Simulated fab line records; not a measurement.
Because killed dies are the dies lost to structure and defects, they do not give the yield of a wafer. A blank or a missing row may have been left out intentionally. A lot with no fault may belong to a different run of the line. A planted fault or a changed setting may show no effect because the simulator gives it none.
Lot-split experiment || flow rit-cmos || 5 lots, 23 wafers read, on a route of 202 steps

== ON THE SPLIT ==
At RIT_GATE_CVD_08 (deposits poly-Si from SiH4, target thk 250 nm, time 2220 s), the setting pressure-mtorr was moved away from the recipe's 300 mTorr on 15 of the 23 wafers read, by -12.3% to +8.6%. This setting was run at the recipe's value on the other wafers.

Split to reading: the file shows no intervening step.

== THE READING ==
Values of GATE_POLY_THK in nm from RIT_GATE_THK_MEAS_09. A value of 251.0 nm with a standard deviation of 2.8 nm is what fault-free wafers of this fab line usually give.

{"wafer": "L075.1", "tool, chamber at the split": "-, -", "pressure-mtorr as run, mTorr": 321.7, "against the recipe": "+7.2%", "GATE_POLY_THK, nm": 257.1, "against lot-mates on the recipe": "no lot-mate on the recipe"}
{"wafer": "L075.2", "tool, chamber at the split": "-, -", "pressure-mtorr as run, mTorr": 321.7, "against the recipe": "+7.2%", "GATE_POLY_THK, nm": 259.0, "against lot-mates on the recipe": "no lot-mate on the recipe"}
{"wafer": "L075.3", "tool, chamber at the split": "-, -", "pressure-mtorr as run, mTorr": 321.7, "against the recipe": "+7.2%", "GATE_POLY_THK, nm": 258.7, "against lot-mates on the recipe": "no lot-mate on the recipe"}
{"wafer": "L075.4", "tool, chamber at the split": "-, -", "pressure-mtorr as run, mTorr": 321.7, "against the recipe": "+7.2%", "GATE_POLY_THK, nm": 260.1, "against lot-mates on the recipe": "no lot-mate on the recipe"}
{"wafer": "L075.6", "tool, chamber at the split": "-, -", "pressure-mtorr as run, mTorr": 321.7, "against the recipe": "+7.2%", "GATE_POLY_THK, nm": 260.2, "against lot-mates on the recipe": "no lot-mate on the recipe"}
{"wafer": "L074.2", "tool, chamber at the split": "-, -", "pressure-mtorr as run, mTorr": 325.9, "against the recipe": "+8.6%", "GATE_POLY_THK, nm": 259.8, "against lot-mates on the recipe": "no lot-mate on the recipe"}
{"wafer": "L074.3", "tool, chamber at the split": "-, -", "pressure-mtorr as run, mTorr": 325.9, "against the recipe": "+8.6%", "GATE_POLY_THK, nm": 259.4, "against lot-mates on the recipe": "no lot-mate on the recipe"}
{"wafer": "L074.4", "tool, chamber at the split": "-, -", "pressure-mtorr as run, mTorr": 325.9, "against the recipe": "+8.6%", "GATE_POLY_THK, nm": 259.0, "against lot-mates on the recipe": "no lot-mate on the recipe"}
{"wafer": "L074.5", "tool, chamber at the split": "-, -", "pressure-mtorr as run, mTorr": 325.9, "against the recipe": "+8.6%", "GATE_POLY_THK, nm": 260.0, "against lot-mates on the recipe": "no lot-mate on the recipe"}
{"wafer": "L074.6", "tool, chamber at the split": "-, -", "pressure-mtorr as run, mTorr": 325.9, "against the recipe": "+8.6%", "GATE_POLY_THK, nm": 259.7, "against lot-mates on the recipe": "no lot-mate on the recipe"}
{"wafer": "L076.3", "tool, chamber at the split": "lpcvd-02, 1", "pressure-mtorr as run, mTorr": 300, "against the recipe": "recipe", "GATE_POLY_THK, nm": 249.6, "against lot-mates on the recipe": "-"}
{"wafer": "L076.4", "tool, chamber at the split": "lpcvd-02, 1", "pressure-mtorr as run, mTorr": 300, "against the recipe": "recipe", "GATE_POLY_THK, nm": 247.4, "against lot-mates on the recipe": "-"}
{"wafer": "L076.5", "tool, chamber at the split": "lpcvd-02, 1", "pressure-mtorr as run, mTorr": 300, "against the recipe": "recipe", "GATE_POLY_THK, nm": 248.9, "against lot-mates on the recipe": "-"}
{"wafer": "L080.1", "tool, chamber at the split": "-, -", "pressure-mtorr as run, mTorr": 263.2, "against the recipe": "-12.3%", "GATE_POLY_THK, nm": 238.1, "against lot-mates on the recipe": "no lot-mate on the recipe"}
{"wafer": "L080.2", "tool, chamber at the split": "-, -", "pressure-mtorr as run, mTorr": 263.2, "against the recipe": "-12.3%", "GATE_POLY_THK, nm": 239.3, "against lot-mates on the recipe": "no lot-mate on the recipe"}
{"wafer": "L080.4", "tool, chamber at the split": "-, -", "pressure-mtorr as run, mTorr": 263.2, "against the recipe": "-12.3%", "GATE_POLY_THK, nm": 239.1, "against lot-mates on the recipe": "no lot-mate on the recipe"}
{"wafer": "L080.5", "tool, chamber at the split": "-, -", "pressure-mtorr as run, mTorr": 263.2, "against the recipe": "-12.3%", "GATE_POLY_THK, nm": 241.1, "against lot-mates on the recipe": "no lot-mate on the recipe"}
{"wafer": "L080.6", "tool, chamber at the split": "-, -", "pressure-mtorr as run, mTorr": 263.2, "against the recipe": "-12.3%", "GATE_POLY_THK, nm": 242.0, "against lot-mates on the recipe": "no lot-mate on the recipe"}
{"wafer": "L084.2", "tool, chamber at the split": "-, -", "pressure-mtorr as run, mTorr": 300, "against the recipe": "recipe", "GATE_POLY_THK, nm": 248.9, "against lot-mates on the recipe": "-"}
{"wafer": "L084.3", "tool, chamber at the split": "-, -", "pressure-mtorr as run, mTorr": 300, "against the recipe": "recipe", "GATE_POLY_THK, nm": 245.9, "against lot-mates on the recipe": "-"}
{"wafer": "L084.4", "tool, chamber at the split": "-, -", "pressure-mtorr as run, mTorr": 300, "against the recipe": "recipe", "GATE_POLY_THK, nm": 246.7, "against lot-mates on the recipe": "-"}
{"wafer": "L084.5", "tool, chamber at the split": "-, -", "pressure-mtorr as run, mTorr": 300, "against the recipe": "recipe", "GATE_POLY_THK, nm": 246.9, "against lot-mates on the recipe": "-"}
{"wafer": "L084.6", "tool, chamber at the split": "-, -", "pressure-mtorr as run, mTorr": 300, "against the recipe": "recipe", "GATE_POLY_THK, nm": 245.5, "against lot-mates on the recipe": "-"}

FIT RESULTS
A straight line over all 23 wafers: GATE_POLY_THK changes by +0.977 nm for each +1% of pressure-mtorr; r = +0.95; the points scatter about the line by 2.5 nm.
Too few moved wafers have a lot-mate on the recipe to fit a line with each lot's own level taken away.

== THE WHOLE CHAIN: every reading that the file lists as answering this split, in the file's order ==
{"step": "RIT_GATE_CVD_08", "what it does": "deposits poly-Si from SiH4, target thk 250 nm, time 2220 s", "reading": "poly-Si_of_GATE_CVD_08.thk-nm (the simulator's own value, which no gauge read)", "change (the file's fit)": "+0.98 nm for each +1% of the setting", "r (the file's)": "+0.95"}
{"step": "RIT_GATE_THK_MEAS_09", "what it does": "", "reading": "GATE_POLY_THK", "change (the file's fit)": "+0.978 for each +1% of the setting", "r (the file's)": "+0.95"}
{"step": "RIT_REOX_OXIDATION_03", "what it does": "target thk 25.2 nm, ox time 5580 s", "reading": "poly-Si_of_GATE_CVD_08.thk-nm (the simulator's own value, which no gauge read)", "change (the file's fit)": "+1.07 nm for each +1% of the setting", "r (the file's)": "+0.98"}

== FILE'S OWN FIT ==
GATE_POLY_THK changes by +0.978 nm for each +1% of pressure-mtorr, r = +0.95.
